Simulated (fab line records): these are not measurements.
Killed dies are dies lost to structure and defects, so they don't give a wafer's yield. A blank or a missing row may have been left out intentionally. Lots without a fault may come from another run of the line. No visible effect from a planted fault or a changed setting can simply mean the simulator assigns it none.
Comparing a struck lot with a sound one || flow ritCmos || 15 steps out of a route of 202
Sound: wafers L892.3, L892.4, L892.5. Wafers L897.1, L897.2, L897.4 were the ones struck. The cause is given at the end.
Per side, at each step with rows, come the tool, then ch with its chambers, and then its first start. Under that, the readings that differ: sound wafers || struck wafers || difference of the means || sigmas: that difference in standard deviations of wafers without a fault.
alike: same words and numbers on both sides, and readings whose means sit less than 2 such deviations apart. not compared: any withheld reading, any reading some wafer has no value for, any bound like >300 that may hide the same value, and any number with overlapping values for which the record gives no deviation.
A row with sigmas, a row that says differs or no value, or rows on one side alone: a step with any of these is where the two part. When numbers do not overlap yet have no deviation, they are printed without sigmas and do not part them. A reading that every wafer of one side lacks parts them only if that side has two wafers or more.

RIT_CONTACT_OVL_MEAS_09:
  sound on overlay-02 at day 5 17:59; struck on overlay-02 at day 6 22:36
  alike: CONTACT_OVL
then, 1 step without rows for these wafers: RIT_CONTACT_HARDBAKE_10 (time 60 s).
RIT_CONTACT_ETCH_11: etches SiO2 in CHF3/CF4/Ar, stops on TiSi2, target depth 480 nm, time 320 s.
  sound on rieDiel-03 ch 0,1,3, day 5 18:10; struck on rieDiel-03 ch 1,2,3, day 6 22:47
  alike: chamberPressureMTorr, drypumpMotorCurrentA, oesProductAu, throttleValvePct
  not compared: rfHoursCounterH
RIT_CONTACT_STRIP_12: strips in O2, time 180 s.
  sound on plasmaAsher-01 ch 0,1, day 5 18:25; struck on plasmaAsher-02 ch 0,1, day 6 22:59
  alike: chamberPressureMTorr, drypumpMotorCurrentA
  not compared: rfHoursCounterH
RIT_CONTACT_CD_MEAS_90 targets a cd of 1000 nm.
  sound on cdSem-02 at day 5 18:34; struck on cdSem-02 at day 6 23:10
  alike: cdNm
then, 2 steps without rows for these wafers: RIT_CONTACT_CLEAN_13 (cleans in SC1, time 600 s); RIT_CONTACT_CLEAN_14 (cleans in SC2, time 600 s).
RIT_M1_SPUTTER_00: material Al, target thk 400 nm, time 508 s.
  sound on pvdSputter-04 at day 5 19:01; struck on pvdSputter-03 at day 6 23:40
  alike: substrateTempC, throttleValvePct
RIT_M1_RS_MEAS_01: measurement is done with a four-point probe.
  sound on filmMetro-03 at day 5 19:20; struck on filmMetro-02 at day 6 23:57
  alike: M1_AL_RS
RIT_M1_THK_MEAS_02: measures by xrf.
  sound on filmMetro-03 at day 5 19:26; struck on filmMetro-02 at day 7 00:04
  alike: M1_AL_THK
then, 2 steps without rows for these wafers: RIT_M1_HMDS_03 (prime time 60 s); RIT_M1_COAT_04 (resist thk 1300 nm).
RIT_M1_SOFTBAKE_05: time 60 s.
  sound on lithoTrack-02 ch 0, day 5 19:50; struck on lithoTrack-02 ch 0, day 7 00:26
{"reading": "heaterPowerTotalW (W)", "sound": "34.97 34.94 34.89", "struck": "35.33 35.29 35.29", "difference": "+0.37", "sigmas": "+6"}
{"reading": "plateTempC (C)", "sound": "90.84 90.70 90.63", "struck": "- - -", "difference": "no value on the struck wafers", "sigmas": ""}
{"reading": "runLengthS (s)", "sound": "89.21 89.36 89.24", "struck": "87.43 87.44 87.43", "difference": -1.84, "sigmas": -15}
then, 1 step without rows for these wafers: RIT_M1_EXPOSE_06 (exposes mask M12, target cd 2600 nm).
RIT_M1_PROBE_99:
  sound on prober-02 at day 5 23:47; struck on prober-01 at day 7 03:49
  alike: defectLimitedYield, killed_at_M0_to_M3, killedAtContacts, killedAtFrontEnd, killedDies, killedOnRim, killedOpen, killedShort, sort_bin_3_pad_short, sort_bin_5_function, sort_bin_6_memory, sortNPass, sortYieldPct

## WHERE THEY PART
Within this record, at RIT_M1_SOFTBAKE_05 only. Later steps at which nothing parts them and some readings are alike: RIT_M1_PROBE_99.

WHY: the cause the simulator had injected
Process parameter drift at RIT_M1_SOFTBAKE_05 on lithoTrack-02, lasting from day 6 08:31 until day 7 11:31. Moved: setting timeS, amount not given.
